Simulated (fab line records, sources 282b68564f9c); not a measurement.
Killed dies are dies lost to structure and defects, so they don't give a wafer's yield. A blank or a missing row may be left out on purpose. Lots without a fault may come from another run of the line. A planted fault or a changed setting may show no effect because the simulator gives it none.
A struck lot beside a sound one | flow rit_cmos | 15 steps out of a route of 202
Sound: wafers L802.1, L802.5, L802.6. Struck: wafers L795.1, L795.3, L795.4. The cause comes at the end.
At each step with rows: each side's tool, then ch and its chambers, then its first start. Under that, the readings that differ: sound wafers | struck wafers | difference of the means | sigmas: that difference in standard deviations of wafers without a fault.
alike: readings whose means differ by less than 2 such deviations, and words and numbers that are the same on both sides. not compared: withheld readings, readings that some wafer has no value for, bounds like >300 that may hide the same value, and numbers for which the record gives no deviation and whose values overlap.
The two part at a step that has a row with sigmas, a row that says differs or no value, or rows on one side only. Numbers that don't overlap but have no deviation are shown without sigmas and don't part them. A reading that every wafer of one side lacks parts them only if that side has two wafers or more.

first, 5 steps without rows for these wafers: RIT_M1_COAT_04 (resist thk 1300 nm); RIT_M1_SOFTBAKE_05 (time 60 s); RIT_M1_EXPOSE_06 (exposes mask M12, target cd 2600 nm); RIT_M1_PEB_07; RIT_M1_DEVELOP_08 (develop time 68 s).
RIT_M1_CD_MEAS_09: target cd 2600 nm.
  sound on cd_sem-02, day 8 14:23; struck on cd_sem-01, day 6 18:27
  alike: cd_nm
RIT_M1_OVL_MEAS_10:
  sound on overlay-02, day 8 14:30; struck on overlay-02, day 6 18:34
  alike: M1_OVL
then, 1 step without rows for these wafers: RIT_M1_HARDBAKE_11 (time 120 s).
RIT_M1_METAL_ETCH_12: etches Al in Cl2/BCl3, stops on SiO2, time 165 s, target depth 600 nm.
  sound on rie_metal-02 ch 0,1, day 8 14:47; struck on rie_metal-04 ch 0,1, day 6 18:51
  reading                     | sound       | struck      | difference | sigmas
  drypump_motor_current_A (A) | 5.8 6.1 5.8 | 5.0 5.4 5.0 | -0.8       | -2
  alike: oes_product_au, throttle_valve_pct
  not compared: rf_hours_counter_h
then, 1 step without rows for these wafers: RIT_M1_STRIP_13 (strips in nmp, time 600 s).
RIT_M1_STRIP_14: strips in O2, time 180 s.
  sound on plasma_asher-01 ch 0,1, day 8 15:08; struck on plasma_asher-03 ch 0,1, day 6 19:11
  alike: drypump_motor_current_A, o2_flow_sccm
  not compared: rf_hours_counter_h
RIT_M1_CD_MEAS_90: target cd 2600 nm.
  sound on cd_sem-02, day 8 15:19; struck on cd_sem-02, day 6 19:22
  alike: cd_nm
RIT_M1_ANNEAL_15: time 1800 s.
  sound on furnace-02 ch 0, day 8 15:26; struck on furnace-02, day 6 19:55
  no value came back on the struck wafers for spike_tc_centre_C (C), spike_tc_load_C (C), zone_power_centre_pct (%); on the sound wafers spike_tc_centre_C (C) reads 452.9 452.8 453.7
RIT_M1_BOW_MEAS_16:
  sound on film_metro-04, day 8 16:56; struck on film_metro-01, day 6 21:25
  alike: M1_BOW
RIT_M1_PROBE_99:
  sound on prober-02, day 8 17:04; struck on prober-01, day 6 21:32
  alike: defect_limited_yield, killed_at_contacts, killed_at_front_end, killed_dies, killed_open, killed_short, sort_bin_3_pad_short, sort_bin_5_function, sort_bin_6_memory, sort_n_pass, sort_yield_pct

WHERE THEY PART
First at RIT_M1_METAL_ETCH_12; last, within this record, at RIT_M1_ANNEAL_15. Later steps at which nothing parts them and some readings are alike: RIT_M1_BOW_MEAS_16, RIT_M1_PROBE_99.

WHY: what the simulator had put in
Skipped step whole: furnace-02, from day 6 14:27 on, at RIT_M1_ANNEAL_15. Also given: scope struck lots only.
